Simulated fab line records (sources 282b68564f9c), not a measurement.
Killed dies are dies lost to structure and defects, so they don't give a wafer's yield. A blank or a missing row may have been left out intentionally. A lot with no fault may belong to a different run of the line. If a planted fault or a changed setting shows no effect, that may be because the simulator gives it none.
The tool behind it: which one? -- flow rit cmos -- 42 wafers from 14 lots sampled at 2 of the route's 202 steps

== WHAT EACH GAUGE READ, for each wafer ==
RIT_GATE_THK_MEAS_07. Usual: GATE_OXIDE_THK typically reads 3.00 nm, with standard deviation 0.062.
lot,measured,on,GATE_OXIDE_THK (nm),flag
L499,day 2 11:34,film metro-04,3.07 3.11 3.11,
L500,day 2 16:02,film metro-03,2.90 2.94 2.93,
L503,day 3 05:38,film metro-04,2.87 2.94 2.94,
L504,day 3 11:42,film metro-01,2.94 2.91 3.03,
L506,day 3 20:37,film metro-04,3.04 3.03 2.93,
L507,day 4 02:26,film metro-01,2.71 2.73 2.73,OFF
L508,day 4 06:50,film metro-03,3.05 3.03 3.03,
L509,day 4 11:53,film metro-01,3.04 2.99 3.00,
L510,day 4 16:58,film metro-01,2.64 2.71 2.66,OFF
L513,day 5 07:18,film metro-04,2.91 2.94 2.98,
L517,day 6 03:54,film metro-03,2.97 2.97 2.97,
L518,day 6 09:04,film metro-01,3.02 3.04 3.00,
L519,day 6 14:01,film metro-01,3.05 3.09 3.07,
L520,day 6 18:35,film metro-03,2.97 3.03 3.03,

== WHICH TOOL RAN EACH LOT (tool, then ch and the chambers of the sampled wafers, then the start) ==
lot,RIT_GATE_OXIDATION_05
L499,"furnace-04 ch 0, day 2 09:30"
L500,"furnace-03 ch 0, day 2 14:43"
L503,"furnace-02 ch 0, day 3 04:03"
L504,"furnace-04 ch 0, day 3 10:22"
L506,"furnace-02 ch 0, day 3 19:16"
L507,"furnace-02 ch 0, day 3 23:48"
L508,"furnace-03 ch 0, day 4 05:31"
L509,"furnace-04 ch 0, day 4 09:50"
L510,"furnace-02 ch 0, day 4 15:38"
L513,"furnace-04 ch 0, day 5 05:55"
L517,"furnace-04 ch 0, day 6 01:51"
L518,"furnace-04 ch 0, day 6 07:44"
L519,"furnace-04 ch 0, day 6 12:41"
L520,"furnace-03 ch 0, day 6 17:16"
- RIT_GATE_OXIDATION_05: target thk 3 nm, ox time 270 s.

== AS READ BY THE TOOLS THEMSELVES (means over the sampled wafers that have a number; for cases with no such wafer, the mark the record gives instead) ==
RIT_GATE_OXIDATION_05. Usual: spike tc centre C 902.2 C, standard deviation 0.9.
lot,tool,spike tc centre C (C),flag
L499,furnace-04,903.3,
L500,furnace-03,900.9,
L503,furnace-02,902.4,
L504,furnace-04,902.4,
L506,furnace-02,901.3,
L507,furnace-02,902.1,
L508,furnace-03,901.9,
L509,furnace-04,901.8,
L510,furnace-02,902.6,
L513,furnace-04,901.6,
L517,furnace-04,902.7,
L518,furnace-04,902.3,
L519,furnace-04,901.7,
L520,furnace-03,902.5,

== THE ANSWER, worked out from the rows above alone ==
Rule: take the mean of a lot's wafers that have a number; if it is more than 3 standard deviations from the usual mean, the lot is off. Also off: a lot with no number at a reading for which 4 or more lots have one. All remaining lots with rows at the step are treated as sound. The gauges are gone through in route order, then the tools' own readings, and for those a lot's mean is taken as printed above. The first step at which some lot is off is used, and at that step the reading that is off furthest; a lot without a number counts as furthest.
Off: at RIT_GATE_THK_MEAS_07 (GATE_OXIDE_THK), L507, L510.
If a tool, at a process step before that reading, ran all the lots that are off and no sound lot after the first of them, it fits. Those tools and the gauges at RIT_GATE_THK_MEAS_07 are tried in the same way. One fits: RIT_GATE_OXIDATION_05 on furnace-02. A fault onset in the window from L506 (day 3 19:16, its last sound lot) to L507 (day 3 23:48, its first lot off) fits.

== WHAT THE SIMULATOR PUT IN ==
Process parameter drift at RIT_GATE_OXIDATION_05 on furnace-02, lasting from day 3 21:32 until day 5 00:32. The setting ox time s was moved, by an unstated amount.
Shown lots that were struck: L507, L510. The rule above found the same.
